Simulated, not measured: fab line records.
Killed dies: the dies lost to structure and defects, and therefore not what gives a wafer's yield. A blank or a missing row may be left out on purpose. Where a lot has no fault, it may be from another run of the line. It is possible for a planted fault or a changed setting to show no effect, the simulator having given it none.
Matching of chambers | flow rit_cmos | rie_diel-03 running RIT_SPACER_ETCHBACK_05: 4 sister chambers
The step etches Si3N4 in SF6/CHF3, stops on SiO2, target depth 250 nm, time 240 s. 4 wafers are shown with their chamber, then 7 later ones without.

== WAFERS, EACH WITH ITS CHAMBER ==
wafer  | chamber | throttle_valve_pct (%)
L919.3 | 0       | 10.37
L919.6 | 3       | 10.06
L925.3 | 1       | 10.48
L925.4 | 2       | 10.24

== WAFERS MISSING THEIR CHAMBER ==
wafer  | throttle_valve_pct (%)
L925.5 | 10.03
L933.1 | 10.37
L933.2 | 10.03
L933.5 | 10.36
L935.1 | 10.35
L935.5 | 10.04
L935.6 | 10.36

== EACH ONE'S CHAMBER ==
wafer  | from the rows above | in truth
L925.5 | 3                   | 3
L933.1 | 0                   | 0
L933.2 | 3                   | 3
L933.5 | 0                   | 0
L935.1 | 0                   | 0
L935.5 | 3                   | 3
L935.6 | 0                   | 0
Correct placement for 7 of the 7. Left unplaced by these rows: 0. 0 placed wrongly.
How it was worked out, from the rows above alone: a wafer's distance from a chamber is the root of the sum, over the readings, of the square of ((its reading less the chamber's mean) divided by the reading's scatter). The wafer belongs to the nearest chamber; if the next one is less than 2 further off, it can't be placed. For every chamber, the mean is computed from those of its wafers that are shown. The scatter: root of mean squared gap, hidden wafer to nearest shown wafer, with one shown wafer a chamber.
